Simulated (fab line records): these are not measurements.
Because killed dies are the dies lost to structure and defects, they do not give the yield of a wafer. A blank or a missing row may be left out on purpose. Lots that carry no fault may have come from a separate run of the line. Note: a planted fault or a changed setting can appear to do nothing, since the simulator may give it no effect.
fab line records	flow berkeleyCmos170
[record] lots = 15	wafers = 45	lastDay = 12
route steps=331 shown NLDD@209 CONTACT@233 V1@256 M2@272
lots that met no fault: from a run of the same line without faults
startH: hours from the record's opening day to when the first of the lot's shown wafers began	waitH: time in hours since the lot's previous step	" unchanged from the row above	L1.1+2: a single row standing in for several wafers	- either no value or no given start	* or withheld: withheld	< > ~ a bound
route shown NAME@n: a module of which the file shows steps, and the number in the route of the first	usual: mean and standard deviation over wafers with no fault	same: alike in all rows	chamber/n: place in a boat	sites: readings site by site	_std_site: standard deviation of those values	_edge_site: outer sites' mean less inner sites'	radiusMm: for every site, how far away it sits from the centre of the wafer	mask NAME#n: copy n	behind: the last tool/chamber to shape the wafer	hold: cause of the lot's hold/its duration in hours/its outcome	device: names the non-switching transistor (n, p or np)	end of line: the same wafers' tests at the end of the route	a step without rows: its recipe alone	killed: not the wafer's yield, but the dies lost to structure and defects at the first sort	map: a wafer's dies, marking killed ones x, the rest . and places with no die _
set.NAME: the setting the step ran with; set.NAME@STEP: the setting that earlier step ran with	model.NAME: the simulator's own value behind a step, which no gauge read
the route's steps for a sample of lots (tables are steps, rows are wafers)
services: when a tool's chamber went out of use (startH, in hours from the record's first day, below 0 if earlier), for how many hours, and the reason
[[steps]]
[step UCB170_SDANNEAL_RS_MEAS_05]
[recipe] thkMeasGauge = four-point-probe
[usual] NLDD_RS = 616.4/1.1
lot.wafer	tool	chamber	startH	waitH	NLDD_RS[ohm/sq]
L892.2	filmMetro-04	-	130.50	0.1	618.6
L892.3	"	-	"	"	616.6
L892.6	"	-	"	"	617.0
L893.1	filmMetro-02	-	138.62	0.1	618.1
L893.5	"	-	"	"	617.0
L893.6	"	-	"	"	617.3
L894.4	filmMetro-04	-	139.11	0.1	616.1
L894.5	"	-	"	"	617.0
L894.6	"	-	"	"	616.8
L896.1	filmMetro-02	-	154.98	0.1	616.4
L896.2	"	-	"	"	617.5
L896.5	"	-	"	"	616.3
L899.3	filmMetro-02	-	162.81	0.1	616.8
L899.4	"	-	"	"	615.4
L899.6	"	-	"	"	616.0
L897.1	filmMetro-02	-	163.43	0.1	614.7
L897.2	"	-	"	"	615.7
L897.6	"	-	"	"	616.2
L898.3	filmMetro-02	-	171.59	0.1	615.5
L898.4	"	-	"	"	615.3
L898.5	"	-	"	"	617.2
L901.1	filmMetro-03	-	171.81	0.1	619.1
L901.2	"	-	"	"	616.3
L901.5	"	-	"	"	617.2
L902.1	filmMetro-02	-	172.08	0.1	615.2
L902.2	"	-	"	"	616.8
L902.5	"	-	"	"	617.4
L905.3	filmMetro-03	-	194.47	0.1	616.6
L905.4	"	-	"	"	614.9
L905.5	"	-	"	"	615.3
L910.1	filmMetro-03	-	233.48	0.1	615.9
L910.4	"	-	"	"	616.9
L910.5	"	-	"	"	617.2
L912.2	filmMetro-03	-	235.04	0.1	616.8
L912.4	"	-	"	"	616.3
L912.5	"	-	"	"	615.7
L911.1	filmMetro-02	-	235.61	0.1	617.1
L911.2	"	-	"	"	616.9
L911.6	"	-	"	"	618.5
L913.2	filmMetro-02	-	251.60	0.1	616.6
L913.4	"	-	"	"	616.1
L913.6	"	-	"	"	616.9
L914.1	filmMetro-02	-	252.75	0.1	616.8
L914.2	"	-	"	"	615.4
L914.3	"	-	"	"	617.7
[step UCB170_CONTACT_ETCH_17]
[recipe] chemistry = N2/H2	targetDepthA = withheld	overetchA = withheld	target = BARC	timeS = withheld	sourceW = 500	biasW = 100	pressureMtorr = 30	n2FlowSccm = 100	h2FlowSccm = 200
[usual] biasW = 100.0/0.31	chamberPressureMTorr = 30.00/0.035	drypumpMotorCurrentA = 5.7/0.57	oesProductAu = 0.991/0.029	throttleValvePct = 13.32/0.13
lot.wafer	tool	chamber	startH	waitH	biasW	chamberPressureMTorr	drypumpMotorCurrentA	oesProductAu	throttleValvePct
L892.2	rieDiel-04	1	136.05	0.0	100.0	30.00	5.4	1.000	13.25
L892.3	"	3	"	"	100.7	30.00	6.2	0.975	13.40
L892.6	"	1	"	"	100.1	30.04	5.3	1.007	13.24
L893.1	rieDiel-01	2	143.20	0.0	100.3	30.04	5.6	0.957	13.43
L893.5	"	2	"	"	100.8	30.03	5.6	0.947	13.44
L893.6	"	3	"	"	100.1	29.97	5.3	1.017	13.21
L894.4	rieDiel-01	1	145.52	0.0	100.4	29.99	5.5	1.023	13.22
L894.5	"	2	"	"	99.7	29.98	5.6	0.956	13.43
L894.6	"	1	"	"	100.0	30.03	5.5	1.016	13.21
L896.1	rieDiel-02	3	159.77	0.0	100.3	30.04	6.0	0.954	13.46
L896.2	"	0	"	"	99.7	30.00	4.8	0.960	13.49
L896.5	"	1	"	"	100.2	29.97	5.8	1.038	13.23
L899.3	rieDiel-01	2	167.63	0.0	100.2	30.02	5.6	0.941	13.45
L899.4	"	1	"	"	100.2	29.98	5.5	1.028	13.22
L899.6	"	0	"	"	99.6	30.02	6.5	0.979	13.30
L897.1	rieDiel-02	1	168.56	0.0	99.7	30.01	5.8	1.033	13.23
L897.2	"	0	"	"	99.9	29.96	4.8	0.960	13.49
L897.6	"	0	"	"	99.9	29.95	4.8	0.971	13.47
L898.3	rieDiel-02	3	177.40	0.0	-	-	-	-	-
L898.4	"	2	"	"	-	-	-	-	-
L898.5	"	2	"	"	-	-	-	-	-
L902.1	rieDiel-04	0	177.53	0.0	-	-	-	-	-
L902.2	"	1	"	"	-	-	-	-	-
L902.5	"	0	"	"	-	-	-	-	-
L901.1	rieDiel-02	3	177.80	0.0	-	-	-	-	-
L901.2	"	0	"	"	-	-	-	-	-
L901.5	"	1	"	"	-	-	-	-	-
L905.3	rieDiel-01	2	198.73	0.0	99.8	29.97	5.6	0.956	13.43
L905.4	"	0	"	"	99.6	30.03	6.5	1.002	13.30
L905.5	"	1	"	"	100.0	29.98	5.4	1.022	13.23
L910.1	rieDiel-04	0	239.57	0.0	99.8	30.03	6.8	0.964	13.22
L910.4	"	3	"	"	99.9	29.98	6.3	0.977	13.47
L910.5	"	0	"	"	100.3	30.02	6.8	0.968	13.22
L912.2	rieDiel-04	3	243.55	0.0	99.4	30.02	6.3	0.984	13.47
L912.4	"	0	"	"	100.4	30.03	6.8	0.973	13.22
L912.5	"	0	"	"	100.5	30.00	6.8	0.980	13.20
L911.1	rieDiel-02	0	243.65	0.0	100.2	30.00	4.8	0.971	13.47
L911.2	"	2	"	"	99.4	30.02	4.9	1.003	13.09
L911.6	"	3	"	"	100.1	30.01	6.0	0.958	13.46
L914.1	rieDiel-02	1	258.98	0.0	100.6	30.00	5.8	1.047	13.23
L914.2	"	3	"	"	100.1	29.99	6.0	0.959	13.45
L914.3	"	0	"	"	99.9	29.99	4.8	0.955	13.48
L913.2	rieDiel-04	3	259.27	0.0	100.0	30.01	6.3	0.992	13.46
L913.4	"	0	"	"	99.3	30.01	6.8	0.969	13.22
L913.6	"	1	"	"	99.7	30.01	5.4	1.003	13.24
[step UCB170_CONTACT_ETCH_18]
[recipe] chemistry = CHF3/CF4/Ar	target = PSG	stopOn = TiSi2	CHF3_flow_sccm = 45	cf4FlowSccm = 15	Ar_flow_sccm = 150	pressureMtorr = 200	rfW = 700	targetDepthA = 8400	overEtchFrac = 0.2	timeS = 195
[usual] CHF3_flow_sccm = 45.00/0.13	cf4FlowSccm = 15.00/0.047	drypumpMotorCurrentA = 5.7/0.57	oesProductAu = 0.883/0.015	throttleValvePct = 6.91/0.066
[same] timeS = 195
lot.wafer	tool	chamber	startH	waitH	CHF3_flow_sccm	cf4FlowSccm	drypumpMotorCurrentA	oesProductAu	rfHoursCounterH	throttleValvePct
L892.2	rieDiel-04	1	-	-	44.89	14.99	5.4	0.883	9	6.89
L892.3	"	3	"	"	44.99	15.05	6.2	0.871	145	7.00
L892.6	"	1	"	"	44.79	14.96	5.4	0.882	-	6.90
L893.1	rieDiel-01	2	-	-	44.99	14.99	5.6	0.868	18	7.00
L893.5	"	2	"	"	44.98	15.04	5.6	0.875	-	7.00
L893.6	"	3	"	"	45.18	14.93	5.4	0.903	-	6.85
L894.4	rieDiel-01	1	-	-	45.26	15.05	5.5	0.894	125	6.83
L894.5	"	2	"	"	45.14	14.99	5.6	0.876	-	7.01
L894.6	"	1	"	"	45.17	15.05	5.5	0.901	-	6.84
L896.1	rieDiel-02	3	-	-	45.18	14.97	6.0	0.871	60	6.96
L896.2	"	0	"	"	45.05	14.99	4.8	0.865	8	6.94
L896.5	"	1	"	"	45.10	15.03	5.8	0.905	-	6.88
L899.3	rieDiel-01	2	-	-	44.92	15.10	5.6	0.882	19	6.99
L899.4	"	1	"	"	45.08	14.95	5.4	0.906	126	6.85
L899.6	"	0	"	"	45.00	14.99	6.5	0.901	-	6.92
L897.1	rieDiel-02	1	-	-	45.08	14.94	5.8	0.903	21	6.87
L897.2	"	0	"	"	44.86	14.99	4.8	0.866	9	6.94
L897.6	"	0	"	"	44.99	14.98	4.8	0.878	-	6.93
L898.3	rieDiel-02	3	-	-	44.89	14.97	6.0	0.370	61	6.96
L898.4	"	2	"	"	45.26	15.08	4.9	0.389	89	6.83
L898.5	"	2	"	"	45.28	15.12	4.9	0.377	-	6.82
L902.1	rieDiel-04	0	-	-	44.79	14.98	6.7	0.373	24	6.81
L902.2	"	1	"	"	44.80	15.02	5.4	0.373	11	6.90
L902.5	"	0	"	"	44.95	14.98	6.8	0.373	-	6.80
L901.1	rieDiel-02	3	-	-	44.94	15.04	6.0	0.365	61	6.96
L901.2	"	0	"	"	44.74	15.03	4.8	0.360	10	6.92
L901.5	"	1	"	"	45.03	15.04	5.8	0.379	-	6.87
L905.3	rieDiel-01	2	-	-	45.00	15.07	5.6	0.867	21	7.02
L905.4	"	0	"	"	45.09	15.08	6.5	0.893	22	6.92
L905.5	"	1	"	"	45.09	15.00	5.4	0.884	-	6.84
L910.1	rieDiel-04	0	-	-	45.00	15.02	6.7	0.890	26	6.80
L910.4	"	3	"	"	45.12	15.08	6.3	0.890	1	7.01
L910.5	"	0	"	"	44.90	15.07	6.8	0.878	-	6.81
L912.2	rieDiel-04	3	-	-	44.86	14.96	6.2	0.882	2	7.01
L912.4	"	0	"	"	45.11	14.92	6.8	0.879	27	6.81
L912.5	"	0	"	"	44.99	14.97	6.8	0.888	-	6.79
L911.1	rieDiel-02	0	-	-	44.87	15.01	4.8	0.874	13	6.94
L911.2	"	2	"	"	44.98	14.96	4.9	0.909	92	6.80
L911.6	"	3	"	"	45.24	14.95	6.0	0.866	-	6.96
L914.1	rieDiel-02	1	-	-	44.86	14.97	5.8	0.897	25	6.87
L914.2	"	3	"	"	44.95	14.91	6.0	0.865	65	6.94
L914.3	"	0	"	"	44.95	15.05	4.8	0.859	13	6.94
L913.2	rieDiel-04	3	-	-	45.11	15.00	6.3	0.871	3	7.02
L913.4	"	0	"	"	44.84	15.08	6.8	0.874	28	6.80
L913.6	"	1	"	"	44.92	15.04	5.4	0.876	-	6.88
[step UCB170_CONTACT_CD_MEAS_90]
[recipe] targetCdNm = 700
[usual] cdNm = 700.2/1.8
lot.wafer	tool	chamber	startH	waitH	cdNm
L892.2	cdSem-02	-	136.33	0.1	702.7
L892.3	"	-	"	"	703.0
L892.6	"	-	"	"	701.2
L893.1	cdSem-02	-	143.47	0.1	696.9
L893.5	"	-	"	"	697.0
L893.6	"	-	"	"	699.0
L894.4	cdSem-02	-	145.84	0.1	700.1
L894.5	"	-	"	"	698.5
L894.6	"	-	"	"	700.7
L896.1	cdSem-01	-	160.04	0.1	702.1
L896.2	"	-	"	"	701.4
L896.5	"	-	"	"	702.7
L899.3	cdSem-02	-	168.02	0.2	696.8
L899.4	"	-	"	"	698.9
L899.6	"	-	"	"	698.8
L897.1	cdSem-02	-	168.83	0.1	701.8
L897.2	"	-	"	"	699.7
L897.6	"	-	"	"	700.3
L898.3	cdSem-02	-	177.71	0.1	-
L898.4	"	-	"	"	-
L898.5	"	-	"	"	-
L902.1	cdSem-01	-	177.79	0.1	-
L902.2	"	-	"	"	-
L902.5	"	-	"	"	-
L901.1	cdSem-01	-	178.07	0.1	-
L901.2	"	-	"	"	-
L901.5	"	-	"	"	-
L905.3	cdSem-01	-	199.04	0.1	698.0
L905.4	"	-	"	"	699.5
L905.5	"	-	"	"	701.3
L910.1	cdSem-02	-	239.83	0.1	701.4
L910.4	"	-	"	"	699.5
L910.5	"	-	"	"	701.7
L912.2	cdSem-01	-	243.84	0.1	699.7
L912.4	"	-	"	"	701.3
L912.5	"	-	"	"	701.4
L911.1	cdSem-01	-	243.94	0.1	700.3
L911.2	"	-	"	"	698.9
L911.6	"	-	"	"	699.0
L914.1	cdSem-02	-	259.25	0.1	703.3
L914.2	"	-	"	"	702.2
L914.3	"	-	"	"	701.8
L913.2	cdSem-02	-	259.56	0.1	698.1
L913.4	"	-	"	"	699.5
L913.6	"	-	"	"	699.4
[step UCB170_V1_CMP_02]
[recipe] material = SiO2	downForcePsi = 6	platenRpm = 60	padVelocityMS = 0.75398
[usual] motorCurrentA = 16.8/1.7
lot.wafer	tool	chamber	startH	waitH	motorCurrentA
L892.3	cmp-01	0	142.66	0.0	17.3
L892.2	"	2	"	"	18.8
L892.6	"	1	"	"	15.8
L893.1	cmp-01	1	149.74	0.1	15.7
L893.5	"	0	"	"	16.1
L893.6	"	1	"	"	14.7
L894.4	cmp-02	3	152.36	0.0	16.0
L894.5	"	3	"	"	15.9
L894.6	"	0	"	"	18.4
L896.1	cmp-02	0	166.09	0.1	18.8
L896.2	"	1	"	"	12.7
L896.5	"	0	"	"	18.6
L897.2	cmp-02	3	174.03	0.0	17.1
L897.1	"	2	"	"	17.1
L897.6	"	3	"	"	16.2
L899.3	cmp-01	3	174.43	0.4	15.7
L899.4	"	0	"	"	17.1
L899.6	"	1	"	"	16.4
L905.3	cmp-01	1	206.79	0.1	15.8
L905.4	"	2	"	"	19.6
L905.5	"	3	"	"	15.8
L910.1	cmp-02	1	247.20	0.1	13.7
L910.4	"	2	"	"	18.2
L910.5	"	0	"	"	17.7
L911.1	cmp-01	0	251.43	0.1	15.6
L911.2	"	3	"	"	15.4
L911.6	"	1	"	"	15.0
L912.4	cmp-02	1	251.48	0.1	13.7
L912.2	"	2	"	"	18.0
L912.5	"	0	"	"	17.0
L914.2	cmp-01	3	266.03	0.0	14.3
L914.3	"	0	"	"	17.1
L914.1	"	2	"	"	19.3
L913.4	cmp-01	2	266.33	0.3	18.4
L913.2	"	0	"	"	17.7
L913.6	"	3	"	"	15.9
[step UCB170_M2_SPUTTER_01]
[recipe] material = Al	targetThkNm = 900	timeS = 120	powerW = 6000	chamberPressurePa = 0.5
[usual] throttleValvePct = 29.7/0.84
[same] timeS = 120
lot.wafer	tool	chamber	startH	waitH	throttleValvePct
L892.2	pvdSputter-04	-	145.51	0.0	27.9
L892.3	"	-	"	"	29.9
L892.6	"	-	"	"	29.5
L893.1	pvdSputter-03	-	153.44	0.0	29.0
L893.5	"	-	"	"	29.9
L893.6	"	-	"	"	29.7
L894.4	pvdSputter-04	-	156.43	0.0	30.1
L894.5	"	-	"	"	29.2
L894.6	"	-	"	"	29.6
L896.1	pvdSputter-04	-	168.48	0.0	29.0
L896.2	"	-	"	"	27.8
L896.5	"	-	"	"	29.3
L897.1	pvdSputter-03	-	176.93	0.0	29.8
L897.2	"	-	"	"	29.0
L897.6	"	-	"	"	30.7
L899.3	pvdSputter-01	-	177.21	0.0	29.3
L899.4	"	-	"	"	30.6
L899.6	"	-	"	"	29.5
L905.3	pvdSputter-03	-	209.76	0.0	29.8
L905.4	"	-	"	"	29.6
L905.5	"	-	"	"	29.8
L910.1	pvdSputter-01	-	250.33	0.0	29.4
L910.4	"	-	"	"	29.2
L910.5	"	-	"	"	31.1
L912.2	pvdSputter-04	-	253.62	0.0	29.6
L912.4	"	-	"	"	27.9
L912.5	"	-	"	"	30.3
L911.1	pvdSputter-01	-	253.89	0.0	30.7
L911.2	"	-	"	"	29.2
L911.6	"	-	"	"	31.1
L914.1	pvdSputter-01	-	268.31	0.0	30.8
L914.2	"	-	"	"	30.9
L914.3	"	-	"	"	29.3
L913.2	pvdSputter-04	-	268.58	0.0	30.2
L913.4	"	-	"	"	29.7
L913.6	"	-	"	"	27.8
[[services]]
tool	chamber	startH	hours	kind
pvdSputter-04	-	117.27	25.4	repair
cmp-02	-	118.34	4.6	pm
cmp-02	-	145.43	1.5	repair
pvdSputter-01	-	149.07	2.5	repair
rieDiel-02	2	150.33	22.4	repair
rieDiel-02	1	156.60	2.7	repair
rieDiel-04	-	159.34	14.6	pm
rieDiel-04	3	185.35	-	clean
rieDiel-04	3	185.35	13.7	scheduledDown
rieDiel-04	3	185.35	13.7	ventCycle
pvdSputter-04	-	187.73	1.6	repair
cmp-02	-	188.31	3.0	repair
rieDiel-04	1	195.86	9.6	repair
rieDiel-01	3	201.17	7.2	repair
cmp-01	-	226.54	5.0	pm
cmp-02	-	232.00	4.0	pm
cmp-02	-	236.00	-	consumableReplace:conditioner
pvdSputter-01	-	239.37	3.1	repair
cmp-01	-	247.00	0.8	repair
cmp-02	-	256.86	2.7	repair
rieDiel-02	3	261.05	14.8	repair
rieDiel-04	2	263.39	6.3	repair
cmp-02	-	263.98	12.6	pm
rieDiel-01	3	264.54	-	clean
[[key]]
[firstSign] step = UCB170_CONTACT_ETCH_17	reading = toolRecord	direction = missing
[effect] step = UCB170_CONTACT_ETCH_18	reading = oesProductAu	direction = down	sigmas = 35	usual = 0.883	struck = 0.373
[effect] step = UCB170_CONTACT_CD_MEAS_90	reading = cdNm	direction = missing
metAt UCB170_CONTACT_ETCH_17
struckLots L898,L901,L902
laterRowsLeftOut L898.3,L898.4,L898.5,L901.1,L901.2,L901.5,L902.1,L902.2,L902.5
sortLeftOut L898.3,L898.4,L898.5,L901.1,L901.2,L901.5,L902.1,L902.2,L902.5
testerLeftOut L898,L901,L902
notActingAt UCB170_SDANNEAL_RS_MEAS_05,UCB170_V1_CMP_02,UCB170_M2_SPUTTER_01
onsetBetween 168.56 177.40
[fault] kind = skippedStepWhole	tool = rieDiel-02,rieDiel-04	chamber = -	onsetH = 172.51	steps = UCB170_CONTACT_ETCH_17	scope = struckLotsOnly
// testerLeftOut: of these lots the tester's yield and bins aren't shown, on N5 and GAA mostly nor the transistor test; their killed dies are dies lost to structure and defects alone, not to doping, threshold or leakage, so they don't give the yield
// sortLeftOut: the simulated sort isn't trusted on such a fault, so these wafers' sort isn't shown, and their yield isn't known
// laterRowsLeftOut: the simulator's readings of these wafers behind a module that went badly wrong aren't trusted and aren't shown, but for the sort
